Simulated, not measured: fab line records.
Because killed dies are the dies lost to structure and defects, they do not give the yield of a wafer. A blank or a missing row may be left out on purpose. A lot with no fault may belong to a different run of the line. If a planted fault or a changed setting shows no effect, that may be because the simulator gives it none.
Which tool is to blame?    flow berkeleyCmos170    14 lots with 42 wafers sampled at 5 steps, on a route of 331 steps

== WHAT THE GAUGES SHOWED, per wafer ==
UCB170_START_BOW_MEAS_00. Usual: INCOMING_BOW typically reads 0 um, with standard deviation 5.7.
lot   measured     on            INCOMING_BOW (um)  flag
L769  day 1 10:02  filmMetro-01  -7 6 -11           
L770  day 1 15:02  filmMetro-04  3 10 2             
L771  day 1 20:01  filmMetro-01  -8 4 2             
L773  day 2 06:00  filmMetro-02  -1 -4 -6           
L774  day 2 11:02  filmMetro-04  4 2 -9             
L775  day 2 16:04  filmMetro-01  -8 -4 5            
L776  day 2 21:00  filmMetro-04  9 4 -4             
L782  day 4 03:00  filmMetro-02  8 -1 9             
L783  day 4 08:01  filmMetro-01  13 -9 1            
L784  day 4 13:00  filmMetro-02  -7 -1 6            
L785  day 4 18:00  filmMetro-04  -2 2 5             
L789  day 5 14:00  filmMetro-01  4 4 -2             
L790  day 5 19:01  filmMetro-04  -2 5 -2            
L792  day 6 05:00  filmMetro-04  21 3 -9            

UCB170_NWELL_THK_MEAS_02. Usual: NWELL_OXIDE_THK typically reads 26.4 nm, with standard deviation 0.55.
lot   measured     on            NWELL_OXIDE_THK (nm)  flag
L769  day 1 22:07  filmMetro-01  27.9 28.0 27.5        
L770  day 2 05:08  filmMetro-03  26.3 26.9 26.7        
L771  day 2 11:14  filmMetro-01  25.2 25.5 25.2        
L773  day 2 18:18  filmMetro-02  26.5 26.0 26.2        
L774  day 3 00:05  filmMetro-01  25.8 25.8 25.7        
L775  day 3 05:17  filmMetro-03  26.2 26.5 26.2        
L776  day 3 11:36  filmMetro-03  27.1 27.4 27.2        
L782  day 4 21:00  filmMetro-02  26.3 26.1 25.8        
L783  day 4 21:01  filmMetro-01  26.3 26.6 26.6        
L784  day 5 06:36  filmMetro-01  26.3 26.4 26.5        
L785  day 5 09:50  filmMetro-02  26.5 26.5 26.1        
L789  day 6 03:33  filmMetro-03  26.8 27.1 26.8        
L790  day 6 07:46  filmMetro-02  27.1 26.5 26.7        
L792  day 6 17:24  filmMetro-03  27.1 27.1 26.6        

UCB170_NWELL_TW_MEAS_16. Usual: NWELL_TW typically reads 1255, with standard deviation 9.2.
lot   measured     on            NWELL_TW                       flag
L769  day 2 07:41  filmMetro-02  1255 1252 1261                 
L770  day 2 13:13  filmMetro-03  1257 1258 1256                 
L771  day 2 17:14  filmMetro-03  1255 1251 1258                 
L773  day 3 03:20  filmMetro-03  1265 1264 1253                 
L774  day 3 07:07  filmMetro-03  1258 1253 1255                 
L775  day 3 13:16  filmMetro-03  1259 1258 1260                 
L776  day 3 20:23  filmMetro-02  1258 1254 1266                 
L782  day 5 06:44  filmMetro-02  1258 1264 1264                 
L783  day 5 06:28  filmMetro-03  1213 1212 1218 1205 1216 1210  OFF
L784  day 5 13:43  filmMetro-03  1204 1212 1202 1208 1209 1207  OFF
L785  day 5 20:26  filmMetro-03  1244 1238 1246                 
L789  day 6 10:08  filmMetro-02  1266 1273 1269                 
L790  day 6 17:16  filmMetro-03  1248 1242 1244                 
L792  day 7 01:58  filmMetro-03  1248 1241 1243                 

== TOOL THAT RAN EACH LOT (tool first, then ch and the chambers of the sampled wafers, then the start) ==
lot   UCB170_NWELL_IMPLANT_14         UCB170_NWELL_STRIP_15
L769  implanter-04 ch 0, day 2 07:28  plasmaAsher-02 ch 0,1, day 2 07:36
L770  implanter-04 ch 0, day 2 13:00  plasmaAsher-02 ch 0,1, day 2 13:08
L771  implanter-01 ch 0, day 2 17:00  plasmaAsher-02 ch 0, day 2 17:08
L773  implanter-03 ch 0, day 3 03:05  plasmaAsher-02 ch 0,1, day 3 03:14
L774  implanter-01 ch 0, day 3 06:54  plasmaAsher-02 ch 0,1, day 3 07:02
L775  implanter-01 ch 0, day 3 13:04  plasmaAsher-02 ch 0,1, day 3 13:10
L776  implanter-03 ch 0, day 3 20:08  plasmaAsher-03 ch 0,1, day 3 20:17
L782  implanter-04 ch 0, day 5 06:29  plasmaAsher-01 ch 0,1, day 5 06:38
L783  implanter-03 ch 0, day 5 06:14  plasmaAsher-03 ch 0,1, day 5 06:22
L784  implanter-03 ch 0, day 5 13:28  plasmaAsher-02 ch 1, day 5 13:37
L785  implanter-01 ch 0, day 5 20:11  plasmaAsher-01 ch 0,1, day 5 20:20
L789  implanter-04 ch 0, day 6 09:53  plasmaAsher-02 ch 0,1, day 6 10:02
L790  implanter-01 ch 0, day 6 17:02  plasmaAsher-02 ch 0,1, day 6 17:09
L792  implanter-01 ch 0, day 7 01:43  plasmaAsher-03 ch 0,1, day 7 01:52
- UCB170_NWELL_IMPLANT_14
- UCB170_NWELL_STRIP_15: strips in O2.

== WHAT THE TOOLS THEMSELVES READ (means of the sampled wafers that have a number; where no wafer has one, the mark that the record gives instead) ==
UCB170_NWELL_IMPLANT_14. Usual: doseIonsCm2 1.0001e+13, standard deviation 1.2e+10; faradayCurrentUA 31.8, standard deviation 0.59.
lot   tool          doseIonsCm2  faradayCurrentUA  flag
L769  implanter-04  1.0002e+13   31.7              
L770  implanter-04  1.0012e+13   31.7              
L771  implanter-01  9.9953e+12   31.7              
L773  implanter-03  9.9953e+12   31.9              
L774  implanter-01  1.0011e+13   31.2              
L775  implanter-01  9.9917e+12   31.6              
L776  implanter-03  9.9947e+12   31.9              
L782  implanter-04  1.0014e+13   31.6              
L783  implanter-03  9.1980e+12   28.9              OFF
L784  implanter-03  9.1973e+12   29.9              OFF
L785  implanter-01  1.0005e+13   30.8              
L789  implanter-04  9.9940e+12   31.3              
L790  implanter-01  9.9953e+12   31.5              
L792  implanter-01  1.0014e+13   31.8              

UCB170_NWELL_STRIP_15. Usual: drypumpMotorCurrentA 5.5 A, standard deviation 0.58; oesProductAu 0.721 a.u., standard deviation 0.0042; stripTimeToEndpointS 18.00 s, standard deviation 0.091.
lot   tool            drypumpMotorCurrentA (A)  oesProductAu (a.u.)  stripTimeToEndpointS (s)  flag
L769  plasmaAsher-02  5.2                       0.723                18.10                     
L770  plasmaAsher-02  5.2                       0.726                17.91                     
L771  plasmaAsher-02  5.4                       0.720                18.02                     
L773  plasmaAsher-02  5.0                       0.719                17.93                     
L774  plasmaAsher-02  5.0                       0.720                17.97                     
L775  plasmaAsher-02  5.2                       0.720                17.94                     
L776  plasmaAsher-03  5.7                       0.718                17.97                     
L782  plasmaAsher-01  6.1                       0.720                17.94                     
L783  plasmaAsher-03  5.7                       0.719                18.03                     
L784  plasmaAsher-02  4.8                       0.716                18.01                     
L785  plasmaAsher-01  6.1                       0.723                18.00                     
L789  plasmaAsher-02  5.0                       0.723                18.18                     
L790  plasmaAsher-02  5.2                       0.720                17.96                     
L792  plasmaAsher-03  5.7                       0.720                17.95                     

== THE ANSWER, worked out from the rows above alone ==
Rule: a lot is off if the mean of its wafers that have a number lies more than 3 standard deviations from the usual mean. Also off: a lot with no number at a reading for which 4 or more lots have one. Any other lot the step has rows for is counted as sound. Order of review: gauges by route order, followed by the tools' own readings, for which a lot's mean as printed above is used. The first step at which some lot is off is used, and at that step the reading that is off furthest; a lot without a number counts as furthest.
Off: L783, L784, seen at UCB170_NWELL_TW_MEAS_16 (NWELL_TW).
A tool fits if, at a process step before that reading, it ran every lot that is off, and no sound lot after the first of them. Not tried: the gauges at UCB170_NWELL_TW_MEAS_16; whatever is off there is also off at UCB170_NWELL_IMPLANT_14, on other tools, and gauge error can't account for it. One candidate fits, namely implanter-03 at UCB170_NWELL_IMPLANT_14. A fault onset in the window from L776 (day 3 20:08, its last sound lot) to L783 (day 5 06:14, its first lot off) fits.
The tool's own readings at UCB170_NWELL_IMPLANT_14 bear it out: on the lots that are off they differ by more than 5 times the standard deviation of the sound lots' means. doseIonsCm2 reads 9.1976e+12 there against 1.0002e+13 on the sound lots; faradayCurrentUA reads 29.4 there against 31.6 on the sound lots.

== WHAT WAS PUT IN BY THE SIMULATOR ==
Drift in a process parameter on implanter-03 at UCB170_NWELL_IMPLANT_14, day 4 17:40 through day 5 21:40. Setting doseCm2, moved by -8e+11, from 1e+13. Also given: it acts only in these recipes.
Lots struck among those shown: L783, L784. The rule above reached the same finding.
